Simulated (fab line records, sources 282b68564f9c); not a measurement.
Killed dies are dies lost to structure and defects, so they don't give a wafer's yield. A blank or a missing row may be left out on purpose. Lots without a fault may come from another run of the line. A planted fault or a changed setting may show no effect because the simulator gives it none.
fab line records | flow rit_cmos
record lots=5 wafers=15 last_day=7
route steps=202 shown SILICIDE@161 CONTACT@168 M1@202
lots that met no fault: from a run of the same line without faults
start_h: hours from the record's first day to the start of the lot's first wafer shown | wait_h: hours since the lot's step before | " the same as in the row above | L1.1+2: a row that stands for several wafers | - no value, or no start given | * or withheld: withheld | < > ~ a bound
route shown NAME@n: a module of which the file shows steps, and the number in the route of the first | usual: mean/standard deviation of fault-free wafers | same: alike in all rows | chamber/n: place in a boat | sites: the reading at each site | _std_site: their standard deviation | _edge_site: outer sites' mean less inner sites' | radius_mm: how far each site lies from the wafer's centre | mask NAME#n: copy n | behind: the tool/chamber that last shaped the wafer | hold: why the lot was held/for how many hours/how that ended | device: the transistor (n, p or np) that didn't switch | end of line: the same wafers' tests at the end of the route | a step without rows: its recipe alone | killed: dies lost to structure and defects at the first sort, not the wafer's yield | map: a wafer's dies, x killed, . not, _ none there
set.NAME: the setting as run; set.NAME@STEP: as run at that earlier step | model.NAME: the simulator's own value behind a step, which no gauge read
lots at some steps of the route; a table a step, a row a wafer
services: from which hour (start_h, from the record's first day; less than 0 if before it) a tool's chamber was out of use, for how many hours, and why
## steps
# step RIT_SILICIDE_WET_ETCH_00
# recipe chemistry=BOE target=SiO2 target_depth_nm=14 time_s=15 dry=n2_spin dilution=10:1 temp_c=21.5
# step RIT_SILICIDE_SPUTTER_01
# recipe material=Ti target_thk_nm=30 power_w=350 chamber_pressure_pa=0.667 gas=Ar time_s=240 substrate_temp_c=25
# usual throttle_valve_pct=29.8/0.95
# same time_s=240
# columns lot.wafer tool chamber start_h wait_h throttle_valve_pct
L281.2 pvd_sputter-01 - 74.35 0.0 29.2
L281.3 " - " " 31.4
L281.6 " - " " 28.6
L285.3 pvd_sputter-01 - 88.83 0.0 28.6
L285.5 " - " " 28.5
L285.6 " - " " 31.3
L298.4 pvd_sputter-03 - 154.22 0.0 29.7
L298.5 " - " " 28.6
L298.6 " - " " 30.0
L299.1 pvd_sputter-01 - 159.08 0.0 31.3
L299.4 " - " " 30.9
L299.6 " - " " 31.4
L301.1 pvd_sputter-01 - 167.93 0.0 30.9
L301.2 " - " " 28.7
L301.6 " - " " 29.4
# step RIT_SILICIDE_RS_MEAS_02
# recipe thk_meas_gauge=four-point-probe reads=Ti_of_SILICIDE_SPUTTER_01
# usual SILICIDE_TI_RS=48.0/0.57
# columns lot.wafer tool chamber start_h wait_h SILICIDE_TI_RS[ohm/sq]
L281.2 film_metro-04 - 74.52 0.1 47.5
L281.3 " - " " 47.2
L281.6 " - " " 47.6
L285.3 film_metro-02 - 89.02 0.1 47.5
L285.5 " - " " 47.5
L285.6 " - " " 47.2
L298.4 film_metro-03 - 154.43 0.1 48.7
L298.5 " - " " 48.4
L298.6 " - " " 48.5
L299.1 film_metro-02 - 159.23 0.1 48.0
L299.4 " - " " 48.3
L299.6 " - " " 47.9
L301.1 film_metro-04 - 168.08 0.1 47.7
L301.2 " - " " 48.3
L301.6 " - " " 48.6
# step RIT_SILICIDE_THK_MEAS_03
# recipe thk_meas_gauge=xrf reads=Ti_of_SILICIDE_SPUTTER_01
# usual SILICIDE_TI_THK=30.20/0.28
# columns lot.wafer tool chamber start_h wait_h SILICIDE_TI_THK[nm]
L281.2 film_metro-04 - 74.63 0.1 30.38
L281.3 " - " " 30.55
L281.6 " - " " 30.60
L285.3 film_metro-02 - 89.12 0.1 30.43
L285.5 " - " " 30.42
L285.6 " - " " 30.47
L298.4 film_metro-03 - 154.52 0.1 29.92
L298.5 " - " " 30.01
L298.6 " - " " 29.92
L299.1 film_metro-02 - 159.35 0.1 30.26
L299.4 " - " " 30.11
L299.6 " - " " 30.20
L301.1 film_metro-04 - 168.20 0.1 30.27
L301.2 " - " " 29.98
L301.6 " - " " 29.87
# step RIT_SILICIDE_RTA_04
# recipe temp_c=650 time_s=10 idle_temp_c=25 ramp_up_s=5 ramp_down_s=5 cool_to_c=25 ambient=N2
# usual wafer_temp_C_max=653.4/0.85
# same time_s=10
# columns lot.wafer tool chamber start_h wait_h wafer_temp_C_max
L281.2 rtp_anneal-02 0 74.69 0.1 652.8
L281.3 " 0 " " 652.5
L281.6 " 0 " " 652.4
L285.3 rtp_anneal-02 0 89.18 0.1 652.8
L285.5 " 0 " " 652.5
L285.6 " 0 " " 652.2
L298.4 rtp_anneal-01 0 154.58 0.1 653.5
L298.5 " 0 " " 654.1
L298.6 " 0 " " 654.1
L299.1 rtp_anneal-02 0 159.41 0.1 653.1
L299.4 " 0 " " 653.0
L299.6 " 0 " " 654.3
L301.1 rtp_anneal-02 0 168.26 0.1 653.8
L301.2 " 0 " " 652.6
L301.6 " 0 " " 653.1
# step RIT_SILICIDE_WET_ETCH_05
# recipe chemistry=SPM target=Ti temp_c=90 time_s=120 dry=n2_spin
# step RIT_SILICIDE_RTA_06
# recipe temp_c=750 time_s=10 idle_temp_c=25 ramp_up_s=5 ramp_down_s=10 cool_to_c=25 ambient=N2
# usual wafer_temp_C_max=754.1/1
# same time_s=10
# columns lot.wafer tool chamber start_h wait_h wafer_temp_C_max
L281.2 rtp_anneal-01 0 74.80 0.0 753.5
L281.3 " 0 " " 755.4
L281.6 " 0 " " 754.5
L285.3 rtp_anneal-01 0 89.29 0.0 754.4
L285.5 " 0 " " 754.5
L285.6 " 0 " " 755.4
L298.4 rtp_anneal-02 0 154.70 0.0 753.6
L298.5 " 0 " " 753.6
L298.6 " 0 " " 753.7
L299.1 rtp_anneal-01 0 159.53 0.0 756.3
L299.4 " 0 " " 754.1
L299.6 " 0 " " 754.0
L301.1 rtp_anneal-01 0 168.37 0.0 755.3
L301.2 " 0 " " 755.4
L301.6 " 0 " " 755.4
# step RIT_CONTACT_CVD_00
# recipe material=SiO2 target_thk_nm=400 precursor=TEOS temp_c=390 time_s=61 rf_w=400
# usual heater_power_w=342/45
# same time_s=61
# columns lot.wafer tool chamber start_h wait_h heater_power_w
L281.2 pecvd-01 0 74.86 0.0 257
L281.3 " 1 " " 295
L281.6 " 2 " " 383
L285.3 pecvd-02 2 89.33 0.0 376
L285.5 " 0 " " 330
L285.6 " 2 " " 385
L298.4 pecvd-03 1 154.76 0.0 382
L298.5 " 0 " " 391
L298.6 " 2 " " 361
L299.1 pecvd-02 1 159.59 0.1 251
L299.4 " 1 " " 265
L299.6 " 2 " " 313
L301.1 pecvd-03 0 168.43 0.1 326
L301.2 " 1 " " 374
L301.6 " 2 " " 352
# step RIT_CONTACT_THK_MEAS_01
# recipe reads=SiO2_of_CONTACT_CVD_00
# usual CONTACT_TEOS_THK=398/4.8
# columns lot.wafer tool chamber start_h wait_h CONTACT_TEOS_THK[nm]
L281.2 film_metro-03 - 74.92 0.0 397
L281.3 " - " " 389
L281.6 " - " " 402
L285.3 film_metro-03 - 89.40 0.0 399
L285.5 " - " " 405
L285.6 " - " " 404
L298.4 film_metro-03 - 154.81 0.0 402
L298.5 " - " " 396
L298.6 " - " " 404
L299.1 film_metro-02 - 159.64 0.0 395
L299.4 " - " " 394
L299.6 " - " " 396
L301.1 film_metro-01 - 168.48 0.0 394
L301.2 " - " " 394
L301.6 " - " " 399
# step RIT_CONTACT_HMDS_02
# recipe prime_time_s=60 prime_temp_c=140
# step RIT_CONTACT_COAT_03
# recipe resist=NOVOLAK spin_rpm=3250 resist_thk_nm=1000
# step RIT_CONTACT_SOFTBAKE_04
# recipe resist=NOVOLAK temp_c=90 time_s=60
# step RIT_CONTACT_EXPOSE_05
# recipe mask_id=M11 na=0.6 source_shape=conventional sigma_outer=0.5 target_cd_nm=1000 dose_mj=250
# columns lot.wafer tool chamber start_h wait_h mask
L281.2+3+6 iline_stepper-02 0 75.70 0.4 M11#0
L285.3+5+6 iline_stepper-02 0 90.06 0.2 M11_R1#0
L298.4+5+6 iline_stepper-01 0 155.47 0.2 M11#0
L299.1+4+6 iline_stepper-02 0 160.28 0.2 M11#0
L301.1+2+6 iline_stepper-02 0 168.99 0.1 M11#0
# step RIT_CONTACT_PEB_06
# recipe resist=NOVOLAK temp_c=withheld time_s=withheld
# step RIT_CONTACT_DEVELOP_07
# recipe resist=NOVOLAK develop_time_s=120 dev_temp_c=23
# step RIT_CONTACT_CD_MEAS_08
# recipe target_cd_nm=1000
# usual cd_nm=999.4/2.1
# columns lot.wafer tool chamber start_h wait_h cd_nm
L281.2 cd_sem-01 - 76.29 - 998.8
L281.3 " - " " 1000.5
L281.6 " - " " 998.2
L285.3 cd_sem-01 - 90.57 - 1149.7
L285.5 " - " " 1148.4
L285.6 " - " " 1148.9
L298.4 cd_sem-02 - 155.99 - 994.8
L298.5 " - " " 998.6
L298.6 " - " " 996.2
L299.1 cd_sem-01 - 160.80 - 1003.6
L299.4 " - " " 1003.1
L299.6 " - " " 1002.7
L301.1 cd_sem-01 - 169.51 - 996.8
L301.2 " - " " 996.1
L301.6 " - " " 998.6
# step RIT_CONTACT_OVL_MEAS_09
# usual CONTACT_OVL=-0.3/1.6
# columns lot.wafer tool chamber start_h wait_h CONTACT_OVL[nm]
L281.2 overlay-01 - 76.40 0.1 -0.8
L281.3 " - " " -1.2
L281.6 " - " " -2.8
L285.3 overlay-02 - 90.67 0.1 -1.3
L285.5 " - " " -2.6
L285.6 " - " " -0.6
L298.4 overlay-02 - 156.07 0.1 -0.3
L298.5 " - " " 0.4
L298.6 " - " " 0.4
L299.1 overlay-01 - 160.92 0.1 -1.1
L299.4 " - " " 2.5
L299.6 " - " " -0.4
L301.1 overlay-01 - 169.63 0.1 -2.2
L301.2 " - " " -2.7
L301.6 " - " " -0.5
# step RIT_CONTACT_HARDBAKE_10
# recipe resist=NOVOLAK temp_c=140 time_s=60
# step RIT_CONTACT_ETCH_11
# recipe target_depth_a=4800 over_etch_frac=0.2 stop_on=TiSi2 chemistry=CHF3/CF4/Ar target=SiO2 CHF3_flow_sccm=50 cf4_flow_sccm=10 Ar_flow_sccm=100 O2_flow_sccm=5 pressure_mtorr=100 rf_w=200 time_s=320
# usual O2_flow_sccm=4.998/0.016 drypump_motor_current_A=5.5/0.52 mfc_ar_sccm=100.0/0.32 oes_product_au=0.981/0.017 throttle_valve_pct=8.87/0.1
# same time_s=320
# columns lot.wafer tool chamber start_h wait_h O2_flow_sccm drypump_motor_current_A mfc_ar_sccm oes_product_au rf_hours_counter_h throttle_valve_pct model.CONTACT.cd_nm
L281.2 rie_diel-04 0 76.58 0.1 5.008 6.2 100.1 0.988 3 8.91 998.8
L281.3 " 3 " " 5.018 4.8 100.2 0.987 2 8.84 1000
L281.6 " 3 " " 5.006 4.8 100.0 0.982 - 8.83 998
L285.3 rie_diel-01 0 90.84 0.1 4.983 5.2 100.6 1.019 9 8.83 1149
L285.5 " 0 " " 5.007 5.2 100.3 1.026 - 8.85 1148
L285.6 " 3 " " 4.999 5.1 100.7 0.966 - 8.83 1149
L298.4 rie_diel-01 1 156.31 0.1 4.998 5.6 100.3 0.975 117 8.88 994.9
L298.5 " 3 " " 5.035 5.1 100.2 0.976 - 8.83 998.5
L298.6 " 2 " " 4.991 4.9 99.6 0.991 - 8.89 996
L299.1 rie_diel-04 0 161.11 0.1 4.987 6.2 100.1 0.986 5 8.91 1003
L299.4 " 1 " " 4.997 6.1 100.0 0.990 26 8.93 1003
L299.6 " 1 " " 5.014 6.1 99.9 0.979 - 8.94 1003
L301.1 rie_diel-02 2 169.82 0.1 5.002 6.3 100.6 0.991 83 8.66 996.8
L301.2 " 0 " " 4.993 5.9 100.5 0.955 132 9.16 996.2
L301.6 " 1 " " 4.991 6.0 99.8 0.965 - 8.88 998.4
# step RIT_CONTACT_STRIP_12
# recipe chemistry=O2 time_s=180 resist=NOVOLAK platen_temp_c=withheld power_w=500 pressure_mtorr=4000 o2_flow_sccm=4000
# usual drypump_motor_current_A=5.8/0.45 rf_refl_power_W=5.2/1.3
# same time_s=180
# columns lot.wafer tool chamber start_h wait_h drypump_motor_current_A rf_hours_counter_h rf_refl_power_W
L281.2 plasma_asher-03 0 76.77 0.1 6.4 43 6.6
L281.3 " 1 " " 6.3 - 6.6
L281.6 " 0 " " 6.4 - 6.8
L285.3 plasma_asher-03 0 91.09 0.2 6.4 - 6.8
L285.5 " 0 " " 6.4 - 7.0
L285.6 " 1 " " 6.4 - 6.3
L298.4 plasma_asher-01 1 156.56 0.2 5.6 - 6.1
L298.5 " 0 " " 5.4 - 6.8
L298.6 " 1 " " 5.6 - 6.2
L299.1 plasma_asher-01 1 161.30 0.1 5.6 36 5.9
L299.4 " 1 " " 5.6 - 6.1
L299.6 " 0 " " 5.4 - 6.4
L301.1 plasma_asher-02 0 170.01 0.1 6.1 51 4.3
L301.2 " 1 " " 5.2 51 4.1
L301.6 " 1 " " 5.3 - 3.9
# step RIT_M1_PROBE_99
# usual killed_at_contacts=0.1/0.27 killed_at_front_end=6.5/2.8 killed_dies=6.6/2.8 killed_on_rim=1.7/1.3 killed_open=3.5/2 killed_short=3.2/1.8
# same gross_dies=264 killed_at_M0_to_M3=0 killed_at_M4_up=0 killed_at_back_side=0 killed_at_other=0
# columns lot.wafer tool chamber start_h wait_h killed_at_contacts killed_at_front_end killed_dies killed_on_rim killed_open killed_short model.etest.contact_to_gate.bv_left_v model.etest.contact_to_gate.bv_right_v model.etest.contact_ppoly.rc_ohm model.etest.contact_nplus.rc_ohm model.etest.contact_pplus.rc_ohm model.etest.contact_npoly.rc_ohm
L281.2 prober-01 - 81.70 0.1 0 9 9 1 2 6 90.05 90.05 1.379 1.377 1.38 1.366
L281.3 prober-01 - 81.75 0.2 0 10 10 3 4 6 90.56 92.16 1.374 1.4 1.392 1.387
L281.6 prober-01 - 81.90 0.2 0 7 7 1 3 4 94.95 92.2 1.337 1.362 1.37 1.357
L285.3 prober-02 - 95.97 0.2 51 5 56 34 4 1 54.47 50.86 1.36 1.365 1.309 1.262
L285.5 prober-02 - 96.07 0.2 52 3 55 36 1 2 51.22 51.33 1.326 1.279 1.286 1.337
L285.6 prober-02 - 96.12 0.2 49 1 50 36 0 1 51.95 51.75 1.321 1.298 1.327 1.271
L298.4 prober-02 - 161.61 0.2 0 6 6 1 5 1 91.19 92.52 1.411 1.384 1.386 1.345
L298.5 prober-02 - 161.66 0.2 0 4 4 2 2 2 90.68 92.25 1.408 1.379 1.403 1.451
L298.6 prober-02 - 161.71 0.2 1 6 7 0 2 5 90.5 88.91 1.392 1.403 1.434 1.407
L299.1 prober-01 - 166.15 0.1 0 5 5 1 2 3 90.56 89.01 1.377 1.328 1.402 1.372
L299.4 prober-01 - 166.30 0.2 0 10 10 2 3 7 90.9 87.9 1.398 1.344 1.383 1.425
L299.6 prober-01 - 166.40 0.2 0 7 7 1 3 4 87.11 87.47 1.375 1.408 1.375 1.403
L301.1 prober-01 - 174.73 0.1 0 6 6 1 4 2 89.93 92.2 1.383 1.395 1.385 1.361
L301.2 prober-01 - 174.78 0.1 0 10 10 4 4 6 92.05 91.84 1.378 1.37 1.405 1.388
L301.6 prober-01 - 174.98 0.2 0 6 6 2 2 4 87.22 94.12 1.378 1.415 1.377 1.431
# killed by level:class
L281.2 GATE:geometric_particle:short=3 SPACER:geometric_particle:short=3 GATE:geometric_particle:open=2 NLDD:coat_microbubble_printed=1
L281.3 GATE:geometric_particle:short=4 FOX2:geometric_particle:short=2 GATE:geometric_particle:open=2 SPACER:geometric_particle:open=2
L281.6 FOX1:geometric_particle:short=2 ACTIVE:geometric_particle:short=1 FOX2:geometric_particle:short=1 GATE:geometric_particle:open=1 SPACER:geometric_particle:open=1 SILICIDE:geometric_particle:open=1
L285.3 CONTACT:area_expose=51 GATE:geometric_particle:open=2 SPACER:geometric_particle:open=2 SPACER:geometric_particle:short=1
L285.5 CONTACT:area_expose=52 GATE:geometric_particle:short=2 SILICIDE:geometric_particle:open=1
L285.6 CONTACT:area_expose=49 GATE:geometric_particle:short=1
L298.4 GATE:geometric_particle:open=3 GATE:geometric_particle:short=1 REOX:geometric_particle:open=1 SILICIDE:geometric_particle:open=1
L298.5 GATE:geometric_particle:short=2 GATE:geometric_particle:open=1 SILICIDE:geometric_particle:open=1
L298.6 GATE:geometric_particle:short=4 GATE:geometric_particle:open=1 REOX:geometric_particle:short=1 CONTACT:geometric_particle:open=1
L299.1 GATE:geometric_particle:open=2 GATE:geometric_particle:short=1 SPACER:geometric_particle:short=1 SILICIDE:geometric_particle:short=1
L299.4 GATE:geometric_particle:short=3 SILICIDE:geometric_particle:short=2 FOX1:geometric_particle:short=1 FOX2:geometric_particle:short=1 GATE:geometric_particle:open=1 REOX:geometric_particle:open=1 SILICIDE:geometric_particle:open=1
L299.6 GATE:geometric_particle:short=2 REOX:geometric_particle:short=2 SPACER:geometric_particle:open=2 FOX1:geometric_particle:open=1
L301.1 FOX1:geometric_particle:open=1 FOX2:geometric_particle:open=1 GATE:geometric_particle:short=1 GATE:geometric_particle:open=1 REOX:geometric_particle:open=1 SPACER:geometric_particle:short=1
L301.2 GATE:geometric_particle:open=3 FOX1:geometric_particle:short=2 GATE:geometric_particle:short=2 FOX2:geometric_particle:short=1 REOX:geometric_particle:short=1 SPACER:geometric_particle:open=1
L301.6 GATE:geometric_particle:short=3 FOX2:geometric_particle:open=2 SILICIDE:geometric_particle:short=1
# map L285.3 (x killed, . not)
________xx.xx.x_______
_____xx..x..x..xx.____
____.............x.___
___x.......x......xx__
__..................x_
__.............x...x._
_x..................xx
_xx...........xx.x.xxx
_..................x..
_....x...............x
__...............x.xx_
__x..............x.xx_
___.x........x...xxx__
____.....x......xxx___
_____x..x...xx...x____
________.....xx_______
# map L281.3 (x killed, . not)
________......._______
_____.............____
____.........x.....___
___.................__
__.x.x..........x...._
__..................._
_.....................
_............x........
_.....................
_.x......x............
__..................._
__..........x........_
___...............x.__
____...............___
_____......x......____
________......._______
## services
# columns tool chamber start_h hours kind
iline_stepper-01 - 52.50 0.8 repair
rie_diel-04 - 52.58 4.0 pm
iline_stepper-01 - 65.92 1.7 pm
rie_diel-04 1 70.78 9.5 repair
iline_stepper-02 - 82.73 1.7 pm
pvd_sputter-01 - 93.47 4.7 repair
pecvd-01 - 96.87 6.0 pm
plasma_asher-02 - 105.30 1.3 repair
iline_stepper-02 0 119.09 - calibration
rie_diel-04 - 133.04 5.4 repair
plasma_asher-03 - 144.51 2.1 repair
pvd_sputter-01 - 147.13 0.9 repair
rie_diel-02 - 149.50 0.5 repair
iline_stepper-01 - 157.47 2.1 pm
iline_stepper-01 - 159.55 - consumable_replace:lamp
## key
first_sign step=RIT_CONTACT_EXPOSE_05 reading=mask direction=changed
effect step=RIT_CONTACT_CD_MEAS_08 reading=cd_nm direction=up sigmas=70 usual=999.4 struck=1149.0
effect step=RIT_M1_PROBE_99 reading=killed_at_contacts direction=up sigmas=51 usual=0.1 struck=50.7
model_effect step=RIT_CONTACT_ETCH_11 value=CONTACT.cd_nm without=998.8 struck=1149
model_effect step=RIT_M1_PROBE_99 value=etest.contact_to_gate.bv_left_v without=90.05 struck=52.55
more_kills_born_at RIT_CONTACT_EXPOSE_05@iline_stepper-02=152
met_at RIT_CONTACT_EXPOSE_05
struck_wafers L285.3,L285.5,L285.6
tester_left_out L285
onset_between 75.70 90.06
fault kind=wrong_mask tool=any chamber=- onset_h=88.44 steps=RIT_CONTACT_EXPOSE_05 aux_copy=M11_R1#0 cd_offset_nm=150 scope=struck_lots_only
# tester_left_out: of these lots the tester's yield and bins aren't shown, on N5 and GAA mostly nor the transistor test; their killed dies are dies lost to structure and defects alone, not to doping, threshold or leakage, so they don't give the yield
